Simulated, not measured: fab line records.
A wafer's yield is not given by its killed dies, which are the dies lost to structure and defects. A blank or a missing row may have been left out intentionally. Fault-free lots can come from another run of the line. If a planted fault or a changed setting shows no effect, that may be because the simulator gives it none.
Split-lot study    flow berkeley cmos170    5 lots, 27 wafers read, on a route of 331 steps

## THE SPLIT ITSELF
At UCB170_SPACER_CVD_00 (deposits SiO2 from TEOS/O2, target thk 376 nm, time 47 s), the setting time s was moved away from the recipe's 47 s on 6 of the 27 wafers read, by +23.0% to +24.8%. For the rest of the wafers, this setting stayed at what the recipe calls for.

Split to reading: the file shows no intervening step.

## THE READING
SPACER_TEOS_THK, in nm, at UCB170_SPACER_THK_MEAS_01. A value of 378 nm with a standard deviation of 5.3 nm is what fault-free wafers of this fab line usually give.

wafer   tool, chamber at the split  time s as run, s  against the recipe  SPACER_TEOS_THK, nm  against lot-mates on the recipe
L077.1  pecvd-02, 1                 47                recipe              377                  -
L077.2  pecvd-02, 2                 47                recipe              372                  -
L077.3  pecvd-02, 0                 57.81             +23.0%              460                  +81
L077.4  pecvd-02, 1                 57.81             +23.0%              468                  +89
L077.5  pecvd-02, 2                 57.81             +23.0%              464                  +85
L077.6  pecvd-02, 0                 47                recipe              387                  -
L076.1  pecvd-03, 2                 47                recipe              380                  -
L076.2  pecvd-03, 1                 47                recipe              379                  -
L076.3  pecvd-03, 0                 58.66             +24.8%              473                  +91
L076.4  pecvd-03, 1                 58.66             +24.8%              475                  +93
L076.5  pecvd-03, 0                 58.66             +24.8%              477                  +95
L076.6  pecvd-03, 2                 47                recipe              388                  -
L079.1  pecvd-02, 1                 47                recipe              373                  -
L079.2  pecvd-02, 2                 47                recipe              374                  -
L079.3  pecvd-02, 0                 47                recipe              373                  -
L081.1  pecvd-01, 0                 47                recipe              367                  -
L081.2  pecvd-01, 1                 47                recipe              377                  -
L081.3  pecvd-01, 2                 47                recipe              375                  -
L081.4  pecvd-01, 2                 47                recipe              376                  -
L081.5  pecvd-01, 1                 47                recipe              375                  -
L081.6  pecvd-01, 0                 47                recipe              380                  -
L083.1  pecvd-02, 2                 47                recipe              375                  -
L083.2  pecvd-02, 1                 47                recipe              374                  -
L083.3  pecvd-02, 0                 47                recipe              375                  -
L083.4  pecvd-02, 0                 47                recipe              377                  -
L083.5  pecvd-02, 1                 47                recipe              384                  -
L083.6  pecvd-02, 2                 47                recipe              378                  -

THE FIT
A straight line over all 27 wafers: SPACER_TEOS_THK changes by +3.88 nm for each +1% of time s; r = +0.99; the points scatter about the line by 4.7 nm.
The same after taking each lot's own level away (the mean of its wafers on the recipe; 27 wafers): +3.72 nm for each +1%; r = +1.00; scatter 3.8 nm.
On that fit, the largest move of time s shifts the reading by 92 nm.
The span of the lots' own levels, 373.3 to 382.3 nm, comes to 1.7 times the standard deviation stated above.
The two slopes agree, so the slope changes little with the lot-to-lot level.
Check: with one of the wafers moved furthest among these (+24.8%) left out of the fit, the line predicts +92.8 nm for it against its lot-mates. Against them it came out at +90.7 nm.

## THESE WAFERS: OTHER SPLITS
Other splits were also applied to these wafers ahead of the reading. Each is held against what the fit with the lots' levels taken away leaves over:
other split on the same wafers         wafers away from the commonest value  r with SPACER_TEOS_THK (lot level and that fit taken away)
UCB170_START_OXIDATION_02 ox time s    18                                    +0.00
UCB170_PWELL_ETCH_14 time s            6                                     -0.06
UCB170_ACTIVE_ETCH_15 time s           9                                     +0.12
UCB170_PLDD_DEVELOP_05 develop time s  9                                     +0.00

## THE WHOLE CHAIN: every reading that the file lists as answering this split, in the file's order
step                       what it does                                                              reading                                                                        change (the file's fit)                                                               r (the file's)
UCB170_SPACER_CVD_00       deposits SiO2 from TEOS/O2, target thk 376 nm, time 47 s                  SiO2_of_SPACER_CVD_00.thk nm (the simulator's own value, which no gauge read)  +3.72 nm for each +1% of the setting                                                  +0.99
UCB170_SPACER_THK_MEAS_01                                                                            SPACER_TEOS_THK                                                                +3.72 for each +1% of the setting                                                     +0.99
UCB170_SPACER_ETCHBACK_03  etches SiO2 in CHF3/CF4/Ar, stops on Si, target depth 376 nm, time 100 s  etch.depth nm (the simulator's own value, which no gauge read)                 +1.92 nm for each +1% of the setting                                                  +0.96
UCB170_M3_PROBE_99                                                                                   etest.ppoly line.line ohm um (the simulator's own value, which no gauge read)  not straight: 15.47 at the lowest setting, 15.47 at the recipe, 785.3 at the highest  not given
UCB170_M3_PROBE_99                                                                                   etest.pmos_0p6.r on ohm um (the simulator's own value, which no gauge read)    +16.9 for each +1% of the setting                                                     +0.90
UCB170_M3_PROBE_99                                                                                   etest.pmos_0p35.r on ohm um (the simulator's own value, which no gauge read)   +15.7 for each +1% of the setting                                                     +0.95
UCB170_M3_PROBE_99                                                                                   etest.ppoly sal.rs ohm sq (the simulator's own value, which no gauge read)     not straight: 4.206 at the lowest setting, 4.206 at the recipe, 276.3 at the highest  not given
UCB170_M3_PROBE_99                                                                                   etest.ppoly line.rs ohm sq (the simulator's own value, which no gauge read)    not straight: 4.975 at the lowest setting, 4.975 at the recipe, 276.3 at the highest  not given

## FILE'S OWN FIT
SPACER_TEOS_THK changes by +3.72 nm for each +1% of time s, r = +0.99.
